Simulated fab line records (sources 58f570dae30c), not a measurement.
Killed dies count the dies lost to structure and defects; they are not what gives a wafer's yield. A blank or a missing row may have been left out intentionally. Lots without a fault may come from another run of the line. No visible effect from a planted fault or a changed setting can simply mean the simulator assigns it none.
fab line records	flow berkeleyCmos170
[record] lots = 14	wafers = 42	lastDay = 11
route steps=331 shown PFIELD@87 GATE@128 V1@255 M2@289
lots that met no fault: from a run of the same line without faults
startH: the number of hours between the record's first day and the start of the first shown wafer of the lot	waitH: hours from the lot's prior step to this one	" same as the row above	L1.1+2: several wafers, shown together as one row	- no value present, or no start provided	* or withheld: withheld	< > ~ a bound
route shown NAME@n: a module of which the file shows steps, and the number in the route of the first	usual: average and standard deviation across the fault-free wafers	same: alike in all rows	chamber/n: place in a boat	sites: each site's reading	_std_site: how widely they spread, as a standard deviation	_edge_site: outer sites' mean less inner sites'	radiusMm: how far each site lies from the wafer's centre	mask NAME#n: copy n	behind: the most recent tool/chamber to have shaped the wafer	hold: reason for holding the lot/hours on hold/outcome of the hold	device: names the non-switching transistor (n, p or np)	end of line: at the end of the route, the tests of the same wafers	a step given without rows: its recipe and nothing more	killed: the dies lost at the first sort to structure and to defects; this is not the yield of the wafer	map: a wafer's dies, x killed, . not, _ none there
set.NAME: the setting the step ran with; set.NAME@STEP: the setting that earlier step ran with	model.NAME: the simulator's own value behind a step, which no gauge read
steps of the route over a sample of lots; a table a step, a row a wafer
services: the hour from which a tool's chamber was out of use, counted from the record's first day as startH (under 0 if before that day), plus the number of hours and why
[[steps]]
[step UCB170_PFIELD_STRIP_08]
[recipe] chemistry = O2	powerW = 400	pressureMtorr = 3500	platenTempC = withheld	o2FlowSccm = 400	overashFraction = 0.5
[usual] drypumpMotorCurrentA = 5.9/0.51	oesProductAu = 0.734/0.0049	stripTimeToEndpointS = 21.86/0.055
lot.wafer	tool	chamber	startH	waitH	drypumpMotorCurrentA	oesProductAu	rfHoursCounterH	stripTimeToEndpointS
L456.3	plasmaAsher-04	0	74.20	0.1	6.6	0.735	-	21.94
L456.4	"	1	"	"	5.9	0.740	-	21.89
L456.6	"	1	"	"	5.9	0.731	-	21.88
L457.1	plasmaAsher-04	1	80.99	0.1	5.9	0.737	40	21.86
L457.5	"	1	"	"	5.9	0.735	-	21.90
L457.6	"	0	"	"	6.6	0.736	-	21.89
L459.2	plasmaAsher-03	1	102.39	0.1	5.4	0.732	40	21.84
L459.5	"	0	"	"	5.5	0.738	-	21.85
L459.6	"	1	"	"	5.4	0.733	-	21.79
L465.1	plasmaAsher-01	0	123.01	0.1	5.3	0.735	29	21.81
L465.3	"	1	"	"	6.5	0.733	-	21.86
L465.4	"	0	"	"	5.3	0.736	-	21.84
L467.2	plasmaAsher-03	0	134.31	0.1	5.5	0.737	43	21.75
L467.4	"	1	"	"	5.4	0.731	-	21.84
L467.6	"	0	"	"	5.5	0.742	-	21.79
L470.2	plasmaAsher-04	1	150.62	0.1	5.9	0.739	3	21.95
L470.4	"	0	"	"	6.6	0.734	-	21.84
L470.6	"	1	"	"	5.9	0.746	-	21.93
L471.4	plasmaAsher-04	1	161.37	0.1	5.9	0.729	-	21.81
L471.5	"	0	"	"	6.6	0.738	-	21.78
L471.6	"	1	"	"	5.9	0.740	-	21.81
L474.1	plasmaAsher-03	1	166.13	0.1	5.5	0.720	48	21.83
L474.3	"	1	"	"	5.5	0.731	-	21.89
L474.6	"	1	"	"	5.5	0.731	-	21.84
L472.1	plasmaAsher-03	1	166.35	0.1	5.5	0.732	48	21.78
L472.4	"	0	"	"	5.5	0.726	-	21.85
L472.5	"	1	"	"	5.4	0.735	-	21.84
L473.3	plasmaAsher-04	0	166.44	0.1	6.6	0.745	-	21.83
L473.4	"	1	"	"	5.9	0.742	-	21.84
L473.5	"	1	"	"	5.9	0.739	-	21.89
L475.1	plasmaAsher-04	1	169.86	0.1	5.9	0.736	6	21.91
L475.2	"	0	"	"	6.6	0.733	6	21.82
L475.3	"	1	"	"	5.9	0.742	-	21.87
L476.3	plasmaAsher-03	0	182.96	0.1	5.5	0.741	-	21.90
L476.4	"	1	"	"	5.4	0.735	-	21.84
L476.6	"	0	"	"	5.5	0.732	-	21.80
L477.3	plasmaAsher-04	1	183.14	0.1	5.9	0.738	-	22.01
L477.4	"	0	"	"	6.6	0.737	-	21.96
L477.5	"	0	"	"	6.6	0.731	-	21.95
L478.3	plasmaAsher-01	1	188.35	0.1	6.6	0.734	-	21.81
L478.4	"	0	"	"	5.3	0.736	-	21.81
L478.5	"	0	"	"	5.3	0.736	-	21.80
[step UCB170_GATE_THK_MEAS_02]
[recipe] reads = SiO2_of_GATE_OXIDATION_01
[usual] GATE_OXIDE_THK = 6.58/0.12
lot.wafer	tool	chamber	startH	waitH	GATE_OXIDE_THK[nm]
L456.3	filmMetro-01	-	109.03	0.0	6.57
L456.4	"	-	"	"	6.69
L456.6	"	-	"	"	6.54
L457.1	filmMetro-02	-	116.72	0.0	6.78
L457.5	"	-	"	"	6.60
L457.6	"	-	"	"	6.59
L459.2	filmMetro-03	-	134.11	0.0	6.54
L459.5	"	-	"	"	6.48
L459.6	"	-	"	"	6.47
L465.1	filmMetro-02	-	158.45	0.0	6.70
L465.3	"	-	"	"	6.79
L465.4	"	-	"	"	6.81
L467.2	filmMetro-02	-	165.35	0.0	6.66
L467.4	"	-	"	"	6.59
L467.6	"	-	"	"	6.65
L470.2	filmMetro-03	-	186.89	0.0	6.48
L470.4	"	-	"	"	6.51
L470.6	"	-	"	"	6.34
L471.4	filmMetro-02	-	192.41	0.0	6.59
L471.5	"	-	"	"	6.44
L471.6	"	-	"	"	6.51
L474.1	filmMetro-01	-	197.88	0.0	6.67
L474.3	"	-	"	"	6.61
L474.6	"	-	"	"	6.59
L475.1	filmMetro-02	-	197.88	0.0	6.48
L475.2	"	-	"	"	6.57
L475.3	"	-	"	"	6.57
L473.3	filmMetro-03	-	197.90	0.0	6.47
L473.4	"	-	"	"	6.55
L473.5	"	-	"	"	6.61
L472.1	filmMetro-03	-	197.94	0.1	6.60
L472.4	"	-	"	"	6.72
L472.5	"	-	"	"	6.60
L476.3	filmMetro-01	-	219.39	0.0	6.35
L476.4	"	-	"	"	6.38
L476.6	"	-	"	"	6.29
L477.3	filmMetro-02	-	219.39	0.0	6.61
L477.4	"	-	"	"	6.62
L477.5	"	-	"	"	6.58
L478.3	filmMetro-03	-	219.39	0.0	6.66
L478.4	"	-	"	"	6.71
L478.5	"	-	"	"	6.65
[step UCB170_V1_THK_MEAS_01]
[recipe] reads = SiO2_of_V1_CVD_00
[usual] V1_TEOS_THK = 1992/29
lot.wafer	tool	chamber	startH	waitH	V1_TEOS_THK[nm]
L456.3	filmMetro-01	-	147.59	0.1	1997
L456.4	"	-	"	"	2025
L456.6	"	-	"	"	2003
L457.1	filmMetro-01	-	158.63	0.1	2001
L457.5	"	-	"	"	2029
L457.6	"	-	"	"	2012
L459.2	filmMetro-04	-	164.00	0.1	2002
L459.5	"	-	"	"	2025
L459.6	"	-	"	"	1998
L465.1	filmMetro-03	-	192.25	0.1	1961
L465.3	"	-	"	"	1994
L465.4	"	-	"	"	1955
L467.2	filmMetro-04	-	203.74	0.1	1964
L467.4	"	-	"	"	2005
L467.6	"	-	"	"	2038
L470.2	filmMetro-03	-	222.12	0.1	1968
L470.4	"	-	"	"	2012
L470.6	"	-	"	"	1997
L471.4	filmMetro-04	-	222.14	0.0	2001
L471.5	"	-	"	"	2052
L471.6	"	-	"	"	1996
L472.1	filmMetro-01	-	232.48	0.1	1926
L472.4	"	-	"	"	2000
L472.5	"	-	"	"	1970
L474.1	filmMetro-04	-	232.48	0.1	1998
L474.3	"	-	"	"	1989
L474.6	"	-	"	"	2013
L475.1	filmMetro-03	-	232.48	0.1	1974
L475.2	"	-	"	"	1992
L475.3	"	-	"	"	1957
L473.3	filmMetro-01	-	232.66	0.1	1980
L473.4	"	-	"	"	2002
L473.5	"	-	"	"	2002
L478.3	filmMetro-03	-	256.73	0.1	1961
L478.4	"	-	"	"	2000
L478.5	"	-	"	"	2021
L477.3	filmMetro-04	-	256.75	0.1	1999
L477.4	"	-	"	"	2025
L477.5	"	-	"	"	2002
L476.3	filmMetro-03	-	256.79	0.2	1962
L476.4	"	-	"	"	1983
L476.6	"	-	"	"	1983
[step UCB170_M2_METAL_ETCH_18]
[recipe] chemistry = Cl2/BCl3	target = Al	stopOn = SiO2	pressureMtorr = 12	targetDepthA = 11700	overEtchFrac = 0.3	timeS = 195	icpW = 600	biasW = 120	Cl2_flow_sccm = 90	bcl3FlowSccm = 45
[usual] bcl3FlowSccm = 45.03/0.14	biasW = 120.1/0.37	drypumpMotorCurrentA = 5.5/0.67	oesProductAu = 0.858/0.013	throttleValvePct = 24.66/0.13	timeS = 195/0
lot.wafer	tool	chamber	startH	waitH	bcl3FlowSccm	biasW	drypumpMotorCurrentA	oesProductAu	rfHoursCounterH	throttleValvePct	timeS
L456.3	rieMetal-01	1	152.61	-	45.03	120.0	5.0	0.856	-	24.45	195
L456.4	"	0	"	"	45.10	119.6	5.4	0.863	-	24.58	195
L456.6	"	0	"	"	44.90	119.7	5.4	0.854	-	24.58	195
L457.1	rieMetal-01	0	165.19	-	44.96	119.1	5.4	0.844	10	24.58	195
L457.5	"	0	"	"	44.79	119.6	5.4	0.849	-	24.58	195
L457.6	"	1	"	"	45.06	120.5	5.0	0.860	-	24.45	195
L459.2	rieMetal-01	1	169.23	-	45.06	120.2	5.0	0.867	8	24.46	195
L459.5	"	0	"	"	44.92	119.6	5.4	0.852	-	24.58	195
L459.6	"	1	"	"	45.25	120.1	5.0	0.856	-	24.45	195
L465.1	rieMetal-04	1	197.50	-	-	-	-	-	-	-	-
L465.3	"	1	"	"	-	-	-	-	-	-	-
L465.4	"	0	"	"	-	-	-	-	-	-	-
L467.2	rieMetal-04	1	208.84	-	-	-	-	-	-	-	-
L467.4	"	0	"	"	-	-	-	-	-	-	-
L467.6	"	1	"	"	-	-	-	-	-	-	-
L471.4	rieMetal-03	1	227.80	-	45.17	120.2	4.8	0.881	-	24.55	195
L471.5	"	1	"	"	44.93	119.8	4.8	0.879	-	24.55	195
L471.6	"	0	"	"	45.06	120.0	5.4	0.846	-	24.75	195
L470.2	rieMetal-04	0	227.82	-	45.17	119.8	6.8	0.852	9	24.82	195
L470.4	"	1	"	"	45.14	120.2	5.8	0.873	-	24.73	195
L470.6	"	1	"	"	44.80	119.9	5.8	0.864	-	24.75	195
L472.1	rieMetal-04	0	237.68	-	45.12	119.6	6.7	0.835	9	24.83	195
L472.4	"	0	"	"	45.17	119.5	6.8	0.848	-	24.83	195
L472.5	"	0	"	"	45.08	120.0	6.8	0.838	-	24.83	195
L475.1	rieMetal-01	0	237.95	-	45.22	119.9	5.4	0.860	12	24.58	195
L475.2	"	1	"	"	44.86	119.6	5.0	0.854	9	24.46	195
L475.3	"	1	"	"	44.74	119.8	5.0	0.858	-	24.45	195
L474.1	rieMetal-03	0	238.51	-	45.27	120.0	5.4	0.846	2	24.75	195
L474.3	"	1	"	"	45.00	120.9	4.8	0.879	-	24.54	195
L474.6	"	1	"	"	44.85	120.3	4.8	0.874	-	24.56	195
L473.3	rieMetal-04	1	239.14	-	44.93	119.9	5.8	0.858	-	24.75	195
L473.4	"	0	"	"	44.98	120.1	6.7	0.842	-	24.83	195
L473.5	"	0	"	"	44.95	119.7	6.8	0.851	-	24.83	195
L478.3	rieMetal-04	1	261.39	-	44.99	119.4	5.8	0.871	-	24.77	195
L478.4	"	0	"	"	45.16	119.3	6.7	0.844	-	24.82	195
L478.5	"	0	"	"	45.26	119.7	6.7	0.842	-	24.81	195
L477.3	rieMetal-03	1	261.60	-	45.12	120.0	4.8	0.871	-	24.54	195
L477.4	"	0	"	"	45.05	120.3	5.4	0.845	-	24.75	195
L477.5	"	0	"	"	45.15	120.6	5.4	0.840	-	24.75	195
L476.3	rieMetal-04	0	261.99	-	45.03	119.7	6.7	0.852	-	24.81	195
L476.4	"	1	"	"	44.90	120.1	5.8	0.875	-	24.75	195
L476.6	"	0	"	"	45.01	119.4	6.7	0.863	-	24.82	195
[step UCB170_M2_STRIP_19]
[recipe] chemistry = O2	powerW = 400	pressureMtorr = 3500	platenTempC = withheld	o2FlowSccm = 400	overashFraction = 0.5
[usual] drypumpMotorCurrentA = 5.9/0.52	oesProductAu = 0.544/0.023
lot.wafer	tool	chamber	startH	waitH	drypumpMotorCurrentA	oesProductAu	rfHoursCounterH
L456.3	plasmaAsher-04	0	152.77	0.1	6.6	0.535	-
L456.4	"	1	"	"	5.9	0.562	-
L456.6	"	0	"	"	6.6	0.569	-
L457.1	plasmaAsher-03	0	165.38	0.1	5.5	0.558	48
L457.5	"	0	"	"	5.5	0.561	-
L457.6	"	1	"	"	5.4	0.513	-
L459.2	plasmaAsher-03	1	169.42	0.1	5.4	0.538	49
L459.5	"	0	"	"	5.5	0.569	-
L459.6	"	1	"	"	5.5	0.536	-
L465.1	plasmaAsher-01	1	197.68	0.1	6.6	0.724	34
L465.3	"	1	"	"	6.5	0.723	-
L465.4	"	0	"	"	5.3	0.719	-
L467.2	plasmaAsher-04	0	209.03	0.1	6.6	0.727	11
L467.4	"	0	"	"	6.6	0.729	-
L467.6	"	0	"	"	6.6	0.726	-
L471.4	plasmaAsher-03	0	227.96	0.1	5.5	0.537	-
L471.5	"	0	"	"	5.5	0.524	-
L471.6	"	1	"	"	5.4	0.548	-
L470.2	plasmaAsher-04	0	228.01	0.1	6.6	0.507	13
L470.4	"	0	"	"	6.6	0.561	-
L470.6	"	1	"	"	5.9	0.567	-
L472.1	plasmaAsher-04	1	237.86	0.1	5.9	0.510	13
L472.4	"	0	"	"	6.6	0.521	-
L472.5	"	0	"	"	6.6	0.519	-
L475.1	plasmaAsher-03	1	238.14	0.1	5.5	0.561	56
L475.2	"	0	"	"	5.5	0.540	56
L475.3	"	0	"	"	5.5	0.521	-
L474.1	plasmaAsher-01	1	238.70	0.1	6.5	0.543	38
L474.3	"	0	"	"	5.3	0.532	-
L474.6	"	1	"	"	6.5	0.513	-
L473.3	plasmaAsher-03	1	239.30	0.1	5.4	0.580	-
L473.4	"	0	"	"	5.6	0.522	-
L473.5	"	0	"	"	5.5	0.513	-
L478.3	plasmaAsher-04	1	261.54	0.1	5.9	0.574	-
L478.4	"	0	"	"	6.6	0.513	-
L478.5	"	0	"	"	6.6	0.512	-
L477.3	plasmaAsher-01	1	261.75	0.1	6.5	0.535	-
L477.4	"	0	"	"	5.4	0.545	-
L477.5	"	1	"	"	6.5	0.563	-
L476.3	plasmaAsher-03	1	262.19	0.1	5.4	0.510	-
L476.4	"	0	"	"	5.5	0.568	-
L476.6	"	1	"	"	5.4	0.507	-
[step UCB170_M2_CD_MEAS_90]
[recipe] targetCdNm = 700
[usual] cdNm = 701/3.6
lot.wafer	tool	chamber	startH	waitH	cdNm
L456.3	cdSem-01	-	152.91	0.1	701
L456.4	"	-	"	"	705
L456.6	"	-	"	"	706
L457.1	cdSem-02	-	165.48	0.1	707
L457.5	"	-	"	"	706
L457.6	"	-	"	"	700
L459.2	cdSem-01	-	169.54	0.1	698
L459.5	"	-	"	"	705
L459.6	"	-	"	"	701
L465.1	cdSem-02	-	197.78	0.1	-
L465.3	"	-	"	"	-
L465.4	"	-	"	"	-
L467.2	cdSem-01	-	209.15	0.1	-
L467.4	"	-	"	"	-
L467.6	"	-	"	"	-
L471.4	cdSem-02	-	228.09	0.1	695
L471.5	"	-	"	"	697
L471.6	"	-	"	"	703
L470.2	cdSem-01	-	228.13	0.1	707
L470.4	"	-	"	"	704
L470.6	"	-	"	"	704
L472.1	cdSem-01	-	237.96	0.1	701
L472.4	"	-	"	"	702
L472.5	"	-	"	"	702
L475.1	cdSem-01	-	238.24	0.1	703
L475.2	"	-	"	"	699
L475.3	"	-	"	"	701
L474.1	cdSem-01	-	238.80	0.1	706
L474.3	"	-	"	"	700
L474.6	"	-	"	"	697
L473.3	cdSem-01	-	239.40	0.1	698
L473.4	"	-	"	"	700
L473.5	"	-	"	"	701
L478.3	cdSem-01	-	261.65	0.1	699
L478.4	"	-	"	"	704
L478.5	"	-	"	"	704
L477.3	cdSem-02	-	261.87	0.1	698
L477.4	"	-	"	"	707
L477.5	"	-	"	"	706
L476.3	cdSem-01	-	262.30	0.1	706
L476.4	"	-	"	"	702
L476.6	"	-	"	"	705
[[services]]
tool	chamber	startH	hours	kind
rieMetal-04	1	78.17	10.3	repair
plasmaAsher-04	-	108.75	9.0	pm
plasmaAsher-04	0	108.75	9.0	ventCycle
plasmaAsher-04	1	108.75	9.0	ventCycle
plasmaAsher-04	0	117.75	-	clean
plasmaAsher-04	1	117.75	-	clean
rieMetal-03	-	128.14	2.8	pm
rieMetal-03	0	130.89	-	clean
rieMetal-03	0	130.89	19.7	scheduledDown
rieMetal-03	0	130.89	19.7	ventCycle
plasmaAsher-01	-	136.96	20.3	repair
plasmaAsher-04	-	140.63	4.3	repair
rieMetal-01	0	150.69	1.5	repair
plasmaAsher-01	-	158.26	15.6	pm
rieMetal-04	-	182.14	1.4	pm
rieMetal-03	0	182.68	4.3	repair
rieMetal-04	-	242.82	14.6	pm
rieMetal-01	0	246.15	20.6	repair
[[key]]
[firstSign] step = UCB170_M2_METAL_ETCH_18	reading = toolRecord	direction = missing
[effect] step = UCB170_M2_STRIP_19	reading = oesProductAu	direction = up	sigmas = 7.9	usual = 0.544	struck = 0.725
[effect] step = UCB170_M2_CD_MEAS_90	reading = cdNm	direction = missing
metAt UCB170_M2_METAL_ETCH_18
struckLots L465,L467
laterRowsLeftOut L465.1,L465.3,L465.4,L467.2,L467.4,L467.6
sortLeftOut L465.1,L465.3,L465.4,L467.2,L467.4,L467.6
notActingAt UCB170_PFIELD_STRIP_08,UCB170_GATE_THK_MEAS_02,UCB170_V1_THK_MEAS_01
[fault] kind = skippedStepWhole	tool = rieMetal-04	chamber = -	onsetH = 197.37	steps = UCB170_M2_METAL_ETCH_18	scope = struckLotsOnly
// sortLeftOut: the simulated sort isn't trusted on such a fault, so these wafers' sort isn't shown, and their yield isn't known
// laterRowsLeftOut: the simulator's readings of these wafers behind a module that went badly wrong aren't trusted and aren't shown, but for the sort
